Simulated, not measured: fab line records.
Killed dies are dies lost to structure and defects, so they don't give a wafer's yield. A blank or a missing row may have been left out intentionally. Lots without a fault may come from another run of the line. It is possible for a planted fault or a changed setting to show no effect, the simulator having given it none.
Problem report in the 8D (eight disciplines) form, filled by code    flow berkeley-cmos170    the parts of the form that need people (team, actions taken, sign-off) are left out

1. WHAT WENT WRONG
Wafers without a fault read 89.13 s, standard deviation 0.13; run-length-s at UCB170_V2_SOFTBAKE_08 reads a mean of 109.73 s on 6 wafers belonging to 2 lots. So: +99 or more standard deviations from the usual mean.
The step: time 60 s.
First seen on wafer L225.1, day 11 01:25, on litho-track-02. The record has a number at this step for 42 wafers belonging to 14 lots. The rule behind "out" and "out of limits": a value lying over 4 standard deviations away from the usual mean. The rest of the wafers with a number are treated as sound.

2. WHAT IT IS; WHAT IT IS NOT
question                     is                      is not
which readings at this step  run-length-s            -
which lots                   L225, L228              L208, L210, L212, L213, L215, L216, L218, L219, L222, L227, L230, L231
which wafers of those lots   all that have a number  -
read on which tools          litho-track-02          litho-track-01, litho-track-03
when                         from day 11 01:25       up to then (27 sound wafers); but 9 sound wafers of L227, L230, L231 came after

3. THE SUSPECTS, EACH WITH WHAT RULES IT OUT
Counting: a tool at any process step up to the reading remains a suspect when it ran all the lots that are out and ran no sound lot after the first of those.
- litho-track-02 at UCB170_V2_SOFTBAKE_08 (time 60 s): kept. It ran every lot that is out, first L225 (day 11 01:25), and no sound lot after that; its last sound lot up to then is L215 (day 9 12:05). On those wafers its own readings are out: run-length-s.
Left after counting: litho-track-02 at UCB170_V2_SOFTBAKE_08.

4. THE CAUSE (what the simulator had put in)
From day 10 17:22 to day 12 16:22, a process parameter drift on litho-track-02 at UCB170_V2_SOFTBAKE_08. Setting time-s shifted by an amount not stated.
The count eliminated every tool but this one.

5. SEQUENCE OF EFFECTS, ordered by route
Each row: a reading whose mean over the struck wafers that have a number lies more than 3 standard deviations from the usual. Readings are gone through only where the record gives a usual standard deviation; hours: the median, over the lots, of the time from a lot's start at the first step in this table giving one to that lot's start at this step; sigmas: the change measured in usual standard deviations.
hours  step                   reading       usual    on struck wafers  change  sigmas
0      UCB170_V2_SOFTBAKE_08  run-length-s  89.13 s  109.73            +20.60  +99 or more
It contains these process steps:
- UCB170_V2_SOFTBAKE_08: time 60 s.

6. WHAT WOULD HAVE CAUGHT IT SOONER
In this record the first reading out of limits was taken at day 11 01:25, 8 hours after the fault began at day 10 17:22.
